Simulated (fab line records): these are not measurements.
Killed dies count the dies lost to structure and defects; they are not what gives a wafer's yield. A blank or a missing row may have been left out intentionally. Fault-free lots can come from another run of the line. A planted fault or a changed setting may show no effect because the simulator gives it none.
Comparing a struck lot with a sound one || flow berkeley cmos170 || 33 steps out of a route of 331
Sound: the wafers L460.1, L460.3, L460.4. The struck wafers were L465.1, L465.3, L465.4. The cause comes at the end.
Order at every step that has rows: each side's tool, ch and its chambers, its first start. Under that, the readings that differ: sound wafers || struck wafers || difference of the means || sigmas: that difference in standard deviations of wafers without a fault.
alike: a reading whose means differ by less than 2 such deviations, as well as words and numbers matching on both sides. not compared: withheld readings; readings where some wafer has no value; bounds like >300 that might hide an equal value; numbers whose values overlap and for which the record gives no deviation.
The two part at a step that has a row with sigmas, a row that says differs or no value, or rows on one side only. Numbers that don't overlap but have no deviation are shown without sigmas and don't part them. Lack of a reading on every wafer of one side parts them only where that side has two or more wafers.

first, 3 steps without rows for these wafers: UCB170_FIELD_WET_ETCH_04 (etches SiO2 in dHF, time 60 s); UCB170_FIELD_WET_ETCH_05 (etches Si3N4 in H3PO4, time 12600 s); UCB170_FIELD_WET_ETCH_06 (etches SiO2 in BOE, time 22 s).
UCB170_FIELD_THK_MEAS_90:
  sound: film metro-01 at day 4 10:24; struck: film metro-03 at day 5 21:07
  alike: FIELD_OXIDE_LEFT_1_THK
then, 2 steps without rows for these wafers: UCB170_SACOX_CLEAN_00 (cleans in dHF, time 7.5 s); UCB170_SACOX_OXIDATION_01 (target thk 14.4 nm, ox time 2400 s).
UCB170_SACOX_THK_MEAS_02:
  sound: film metro-02 at day 4 12:08; struck: film metro-02 at day 6 03:31
{"reading": "SACOX_OXIDE_THK (nm)", "sound": "14.34 14.63 14.67", "struck": "13.85 14.07 13.93", "difference": -0.60, "sigmas": -2}
then, 2 steps without rows for these wafers: UCB170_SCREENOX_WET_ETCH_00 (etches SiO2 in dHF, time 200 s); UCB170_SCREENOX_OXIDATION_01 (target thk 14.4 nm, ox time 2400 s).
UCB170_SCREENOX_THK_MEAS_02:
  sound: film metro-01 at day 4 15:28; struck: film metro-02 at day 6 13:50
  alike: SCREENOX_OXIDE_THK
then, 2 steps without rows for these wafers: UCB170_SCREENOX_ANNEAL_03 (time 900 s); UCB170_NVT_HMDS_00 (prime time 60 s).
UCB170_NVT_COAT_01: resist thk 900 nm.
  sound on litho track-03 ch 0, day 4 18:55; struck on litho track-01, day 6 19:56
  no value came back on the struck wafers for chill plate temp C (C), dispense pressure kPa (kPa); on the sound wafers chill plate temp C (C) reads 23.04 23.17 23.02
then, 4 steps without rows for these wafers: UCB170_NVT_SOFTBAKE_02 (time 60 s); UCB170_NVT_EXPOSE_03 (exposes mask PWELL, target cd 3000 nm); UCB170_NVT_PEB_04; UCB170_NVT_DEVELOP_05 (develop time 45 s).
UCB170_NVT_OVL_MEAS_06:
  sound: overlay-01 at day 4 20:08; struck: overlay-02 at day 6 20:46
{"reading": "NVT_OVL (nm)", "sound": "11 8 7", "struck": "- - -", "difference": "no value on the struck wafers", "sigmas": ""}
after that, 1 step had no rows for these wafers: UCB170_NVT_IMPLANT_07.
UCB170_NVT_STRIP_08: strips in O2.
  sound on plasma asher-02 ch 0,1, day 4 20:19; struck on plasma asher-03 ch 0,1, day 6 20:58
  no value came back on the struck wafers for oes product au (a.u.), strip time to endpoint s (s); on the sound wafers oes product au (a.u.) reads 0.736 0.730 0.731
  alike: drypump motor current A
  not compared: rf hours counter h
UCB170_NVT_TW_MEAS_09:
  sound: film metro-03 at day 4 20:25; struck: film metro-03 at day 6 21:04
  alike: NVT_TW
then, 7 steps without rows for these wafers: UCB170_NVT_CLEAN_10 (cleans in SPM, time 600 s); UCB170_PVT_HMDS_00 (prime time 60 s); UCB170_PVT_COAT_01 (resist thk 900 nm); UCB170_PVT_SOFTBAKE_02 (time 60 s); UCB170_PVT_EXPOSE_03 (exposes mask NWELL, target cd 3000 nm); UCB170_PVT_PEB_04; UCB170_PVT_DEVELOP_05 (develop time 45 s).
UCB170_PVT_OVL_MEAS_06:
  sound: overlay-01 at day 4 21:41; struck: overlay-02 at day 7 01:16
  alike: PVT_OVL
after that, 1 step had no rows for these wafers: UCB170_PVT_IMPLANT_07.
UCB170_PVT_STRIP_08: strips in O2.
  sound on plasma asher-03 ch 0,1, day 4 21:52; struck on plasma asher-03 ch 0,1, day 7 01:28
  alike: drypump motor current A, oes product au, strip time to endpoint s
  not compared: rf hours counter h
UCB170_PVT_TW_MEAS_09:
  sound: film metro-01 at day 4 21:58; struck: film metro-01 at day 7 01:34
{"reading": "PVT_TW", "sound": "505 505 509", "struck": "639 640 640", "difference": "+133", "sigmas": "+36"}
then, 1 step without rows for these wafers: UCB170_GATE_WET_ETCH_00 (etches SiO2 in dHF, time 200 s).

WHERE THEY PART
First at UCB170_SACOX_THK_MEAS_02; last, within this record, at UCB170_PVT_TW_MEAS_09.

WHY: whatever the simulator had introduced
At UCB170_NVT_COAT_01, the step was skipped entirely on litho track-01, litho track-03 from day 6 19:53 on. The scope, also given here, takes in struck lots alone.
